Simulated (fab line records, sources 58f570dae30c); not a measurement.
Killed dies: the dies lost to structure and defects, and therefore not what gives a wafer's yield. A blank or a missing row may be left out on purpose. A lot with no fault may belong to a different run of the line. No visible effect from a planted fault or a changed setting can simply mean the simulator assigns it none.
fab line records	flow berkeley_cmos170
record: lots: 14	wafers: 42	last_day: 12
route steps=331 shown START@1 ZERO@12 PWELL@37 ACTIVE@70
lots untouched by any fault: they come from a run of this same line in which no faults occurred
start_h: hours from the record's first day to the start of the lot's first wafer shown	wait_h: hours since the lot's step before	" unchanged from the row above	L1.1+2: a single row standing in for several wafers	- value missing, or start not given	* or withheld: withheld	< > ~ a bound
route shown NAME@n: NAME is a module with steps in the file, n the number in the route of the first one	usual: average and standard deviation across the fault-free wafers	same: alike in all rows	chamber/n: place in a boat	sites: per-site readings	_std_site: the values' standard deviation	_edge_site: outer sites' mean less inner sites'	radius_mm: how far each site lies from the wafer's centre	mask NAME#n: copy n	behind: tool/chamber where the wafer was last shaped	hold: the reason the lot was held/the length of the hold in hours/how it ended	device: whichever transistor did not switch (one of n, p or np)	end of line: the tests these same wafers got at the end of their route	step lacking rows: just its recipe	killed: not the wafer's yield, but the dies lost to structure and defects at the first sort	map: per-die view of a wafer (x killed, . not killed, _ where there is no die)
set.NAME: the setting the step ran with; set.NAME@STEP: the setting that earlier step ran with	model.NAME: the simulator's own value behind a step, which no gauge read
a sample of lots followed through the steps of the route, with each step as a table and each wafer as a row
services: from which hour (start_h, from the record's first day; less than 0 if before it) a tool's chamber was out of use, for how many hours, and why
== steps ==
step: UCB170_START_BOW_MEAS_00
recipe: mode: bow
usual: INCOMING_BOW: 0/6.6
lot.wafer	tool	chamber	start_h	wait_h	INCOMING_BOW[um]
L893.3	film_metro-02	-	20.04	-	7
L893.5	"	-	"	"	-1
L893.6	"	-	"	"	-4
L895.1	film_metro-01	-	30.00	-	-2
L895.5	"	-	"	"	-10
L895.6	"	-	"	"	-1
L896.1	film_metro-04	-	35.00	-	-4
L896.2	"	-	"	"	-3
L896.5	"	-	"	"	-2
L903.1	film_metro-04	-	70.00	-	-4
L903.3	"	-	"	"	2
L903.5	"	-	"	"	-2
L904.1	film_metro-04	-	75.00	-	2
L904.3	"	-	"	"	10
L904.4	"	-	"	"	-3
L905.1	film_metro-02	-	80.00	-	0
L905.4	"	-	"	"	7
L905.6	"	-	"	"	-10
L907.3	film_metro-02	-	90.34	-	0
L907.5	"	-	"	"	-5
L907.6	"	-	"	"	1
L908.2	film_metro-02	-	95.02	-	-3
L908.5	"	-	"	"	11
L908.6	"	-	"	"	-8
L909.1	film_metro-04	-	100.00	-	-8
L909.4	"	-	"	"	0
L909.5	"	-	"	"	2
L910.1	film_metro-02	-	105.00	-	5
L910.2	"	-	"	"	-3
L910.3	"	-	"	"	-7
L911.3	film_metro-04	-	110.04	-	8
L911.5	"	-	"	"	1
L911.6	"	-	"	"	2
L912.1	film_metro-02	-	115.00	-	8
L912.4	"	-	"	"	-8
L912.5	"	-	"	"	-1
L913.3	film_metro-04	-	120.07	-	-2
L913.4	"	-	"	"	-3
L913.5	"	-	"	"	-10
L914.2	film_metro-02	-	125.02	-	3
L914.4	"	-	"	"	-9
L914.6	"	-	"	"	8
step: UCB170_ZERO_ETCH_06
recipe: chemistry: CHF3/CF4/Ar	target: SiO2	time_s: 12	pressure_mtorr: 100	rf_w: 500	CHF3_flow_sccm: 50	cf4_flow_sccm: 10	Ar_flow_sccm: 120	over_etch_frac: 1.462
usual: drypump_motor_current_A: 5.8/0.43	oes_product_au: 0.633/0.01	throttle_valve_pct: 9.27/0.16
lot.wafer	tool	chamber	start_h	wait_h	drypump_motor_current_A	oes_product_au	rf_hours_counter_h	throttle_valve_pct
L893.3	rie_diel-04	0	29.10	-	5.5	0.637	8	9.33
L893.5	"	1	"	"	6.1	0.638	-	8.97
L893.6	"	0	"	"	5.5	0.644	-	9.32
L895.1	rie_diel-04	3	38.81	-	4.8	0.639	138	9.27
L895.5	"	2	"	"	5.7	0.633	-	9.20
L895.6	"	1	"	"	6.1	0.641	-	8.96
L896.1	rie_diel-01	3	45.27	-	5.5	0.626	73	9.16
L896.2	"	0	"	"	5.9	0.638	39	9.47
L896.5	"	1	"	"	6.4	0.612	-	9.51
L903.1	rie_diel-03	0	80.19	-	6.5	0.622	35	9.36
L903.3	"	2	"	"	5.5	0.631	131	9.28
L903.5	"	2	"	"	5.5	0.633	-	9.27
L904.1	rie_diel-03	1	87.74	-	6.2	0.651	9	9.48
L904.3	"	3	"	"	5.8	0.618	33	9.22
L904.4	"	2	"	"	5.5	0.630	131	9.28
L905.1	rie_diel-04	0	87.91	-	5.5	0.647	11	9.33
L905.4	"	2	"	"	5.7	0.640	-	9.21
L905.6	"	0	"	"	5.4	0.639	-	9.35
L907.3	rie_diel-03	0	99.11	-	6.6	0.627	-	9.34
L907.5	"	0	"	"	6.6	0.629	-	9.35
L907.6	"	3	"	"	5.8	0.618	-	9.24
L908.2	rie_diel-01	0	101.91	-	6.0	0.628	41	9.45
L908.5	"	0	"	"	5.9	0.635	-	9.47
L908.6	"	2	"	"	6.0	0.627	-	9.45
L909.1	rie_diel-04	3	108.67	-	4.8	0.642	141	9.27
L909.4	"	2	"	"	5.7	0.639	8	9.20
L909.5	"	1	"	"	6.1	0.646	-	8.97
L910.1	rie_diel-01	3	113.15	-	5.5	0.627	76	9.17
L910.2	"	2	"	"	6.1	0.631	136	9.43
L910.3	"	1	"	"	6.4	0.623	145	9.50
L911.3	rie_diel-03	0	121.64	-	6.5	0.628	37	9.34
L911.5	"	1	"	"	6.2	0.645	-	9.49
L911.6	"	2	"	"	5.5	0.632	-	9.27
L912.1	rie_diel-03	1	124.52	-	6.2	0.649	10	9.46
L912.4	"	0	"	"	6.5	0.619	38	9.36
L912.5	"	3	"	"	5.8	0.618	-	9.21
L913.3	rie_diel-04	0	126.34	-	5.5	0.638	14	9.32
L913.4	"	2	"	"	5.7	0.640	10	9.19
L913.5	"	3	"	"	4.8	0.633	-	9.26
L914.2	rie_diel-04	0	132.31	-	5.5	0.638	14	9.34
L914.4	"	3	"	"	4.8	0.630	143	9.25
L914.6	"	0	"	"	5.5	0.635	-	9.32
step: UCB170_PWELL_THK_MEAS_03
recipe: reads: SiO2_of_PWELL_OXIDATION_02
usual: PWELL_OXIDE_THK: 26.4/0.67
lot.wafer	tool	chamber	start_h	wait_h	PWELL_OXIDE_THK[nm]
L893.3	film_metro-02	-	53.95	0.0	26.8
L893.5	"	-	"	"	26.4
L893.6	"	-	"	"	26.8
L895.1	film_metro-01	-	59.24	0.0	26.7
L895.5	"	-	"	"	26.6
L895.6	"	-	"	"	26.9
L896.1	film_metro-03	-	67.87	0.0	25.9
L896.2	"	-	"	"	25.9
L896.5	"	-	"	"	26.0
L903.1	film_metro-02	-	109.71	0.0	26.4
L903.3	"	-	"	"	26.3
L903.5	"	-	"	"	26.8
L905.1	film_metro-03	-	109.71	0.0	26.7
L905.4	"	-	"	"	26.5
L905.6	"	-	"	"	26.5
L904.1	film_metro-02	-	109.77	0.1	27.6
L904.3	"	-	"	"	27.6
L904.4	"	-	"	"	27.9
L907.3	film_metro-02	-	119.18	0.0	26.2
L907.5	"	-	"	"	25.8
L907.6	"	-	"	"	26.5
L908.2	film_metro-03	-	125.27	0.0	26.1
L908.5	"	-	"	"	25.8
L908.6	"	-	"	"	25.9
L909.1	film_metro-03	-	130.35	0.0	26.1
L909.4	"	-	"	"	26.1
L909.5	"	-	"	"	26.1
L910.1	film_metro-03	-	137.20	0.0	26.9
L910.2	"	-	"	"	26.5
L910.3	"	-	"	"	26.9
L912.1	film_metro-02	-	145.62	0.0	25.0
L912.4	"	-	"	"	25.0
L912.5	"	-	"	"	25.1
L911.3	film_metro-03	-	145.64	0.0	25.7
L911.5	"	-	"	"	25.9
L911.6	"	-	"	"	25.9
L913.3	film_metro-02	-	149.22	0.0	27.8
L913.4	"	-	"	"	27.3
L913.5	"	-	"	"	27.6
L914.2	film_metro-02	-	153.06	0.0	26.9
L914.4	"	-	"	"	27.6
L914.6	"	-	"	"	27.2
step: UCB170_ACTIVE_EXPOSE_10
recipe: mask_id: ACTIVE	target_cd_nm: 1200	na: 0.5	sigma_outer: 0.6	source_shape: conventional	dose_mj: 20
usual: exposure_dose_mJ_cm2: 19.983/0.022	focus_offset_nm: -0.1/0.51
lot.wafer	tool	chamber	start_h	wait_h	mask	exposure_dose_mJ_cm2	focus_offset_nm
L893.3	krf_scanner-01	0	88.76	0.4	ACTIVE#0	19.981	-1.0
L893.5	"	0	"	"	ACTIVE#0	20.013	-0.3
L893.6	"	0	"	"	ACTIVE#0	20.000	0.1
L895.1	krf_scanner-02	-	99.92	0.2	ACTIVE#0	-	-
L895.5	"	-	"	"	ACTIVE#0	-	-
L895.6	"	-	"	"	ACTIVE#0	-	-
L896.1	krf_scanner-02	-	102.04	0.1	ACTIVE#0	-	-
L896.2	"	-	"	"	ACTIVE#0	-	-
L896.5	"	-	"	"	ACTIVE#0	-	-
L903.1	krf_scanner-01	0	145.71	0.1	ACTIVE#0	19.990	0.4
L903.3	"	0	"	"	ACTIVE#0	19.956	1.2
L903.5	"	0	"	"	ACTIVE#0	19.969	-0.7
L905.1	krf_scanner-02	0	146.06	0.3	ACTIVE#0	19.966	0.2
L905.4	"	0	"	"	ACTIVE#0	19.977	0.5
L905.6	"	0	"	"	ACTIVE#0	19.922	0.7
L904.1	krf_scanner-01	0	146.30	0.3	ACTIVE#0	19.998	0.2
L904.3	"	0	"	"	ACTIVE#0	19.994	0.3
L904.4	"	0	"	"	ACTIVE#0	20.006	-0.4
L907.3	krf_scanner-02	0	156.70	0.2	ACTIVE#0	20.022	-1.1
L907.5	"	0	"	"	ACTIVE#0	19.988	0.5
L907.6	"	0	"	"	ACTIVE#0	19.998	-0.2
L908.2	krf_scanner-02	0	156.91	0.4	ACTIVE#0	20.005	0.6
L908.5	"	0	"	"	ACTIVE#0	20.000	0.2
L908.6	"	0	"	"	ACTIVE#0	20.002	-0.2
L909.1	krf_scanner-02	0	163.00	0.1	ACTIVE#0	20.015	0.3
L909.4	"	0	"	"	ACTIVE#0	19.999	-0.6
L909.5	"	0	"	"	ACTIVE#0	19.986	0.3
L910.1	krf_scanner-02	0	175.30	0.1	ACTIVE#0	19.955	0.0
L910.2	"	0	"	"	ACTIVE#0	19.984	-0.3
L910.3	"	0	"	"	ACTIVE#0	19.972	0.1
L913.3	krf_scanner-02	0	184.34	0.1	ACTIVE#0	19.988	0.1
L913.4	"	0	"	"	ACTIVE#0	19.994	-0.1
L913.5	"	0	"	"	ACTIVE#0	19.997	-0.5
L912.1	krf_scanner-02	0	184.41	0.2	ACTIVE#0	20.002	-0.4
L912.4	"	0	"	"	ACTIVE#0	19.991	-0.5
L912.5	"	0	"	"	ACTIVE#0	20.012	-0.2
L911.3	krf_scanner-02	0	184.57	0.3	ACTIVE#0	19.992	0.6
L911.5	"	0	"	"	ACTIVE#0	19.978	-0.4
L911.6	"	0	"	"	ACTIVE#0	19.981	0.1
L914.2	krf_scanner-02	0	191.07	0.1	ACTIVE#0	19.979	0.6
L914.4	"	0	"	"	ACTIVE#0	19.983	0.0
L914.6	"	0	"	"	ACTIVE#0	19.991	0.6
== services ==
tool	chamber	start_h	hours	kind
rie_diel-01	-	14.30	0.2	repair
krf_scanner-01	-	23.61	1.3	pm
krf_scanner-01	0	38.05	-	calibration
rie_diel-01	2	39.90	11.2	repair
krf_scanner-02	0	46.85	-	calibration
krf_scanner-02	-	67.70	0.2	repair
krf_scanner-02	-	76.35	0.8	pm
rie_diel-01	3	76.84	8.9	repair
rie_diel-04	3	86.41	2.7	repair
rie_diel-03	2	88.15	11.2	repair
rie_diel-03	1	88.61	15.4	repair
rie_diel-01	1	92.42	15.5	repair
krf_scanner-01	-	103.93	1.0	pm
krf_scanner-01	-	139.83	3.6	pm
krf_scanner-01	-	143.39	0.8	pm
krf_scanner-02	-	144.15	1.0	pm
rie_diel-03	-	145.04	0.3	repair
rie_diel-04	-	170.36	1.6	repair
krf_scanner-02	-	178.43	1.3	pm
rie_diel-01	1	178.79	-	clean
rie_diel-01	1	178.79	17.9	scheduled_down
rie_diel-01	1	178.79	17.9	vent_cycle
krf_scanner-01	-	182.37	4.4	pm
== key ==
first_sign: step: UCB170_ACTIVE_EXPOSE_10	reading: tool_record	direction: missing
effect none on later readings
met_at UCB170_ACTIVE_EXPOSE_10
struck_lots L895,L896
later_rows_left_out L895.1,L895.5,L895.6,L896.1,L896.2,L896.5
sort_left_out L895.1,L895.5,L895.6,L896.1,L896.2,L896.5
tester_left_out L895,L896
not_acting_at UCB170_START_BOW_MEAS_00,UCB170_ZERO_ETCH_06,UCB170_PWELL_THK_MEAS_03
fault: kind: skipped_step_whole	tool: krf_scanner-02	chamber: -	onset_h: 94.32	steps: UCB170_ACTIVE_EXPOSE_10	scope: struck_lots_only
tester_left_out: of these lots the tester's yield and bins aren't shown, on N5 and GAA mostly nor the transistor test; their killed dies are dies lost to structure and defects alone, not to doping, threshold or leakage, so they don't give the yield
sort_left_out: the simulated sort isn't trusted on such a fault, so these wafers' sort isn't shown, and their yield isn't known
later_rows_left_out: the simulator's readings of these wafers behind a module that went badly wrong aren't trusted and aren't shown, but for the sort
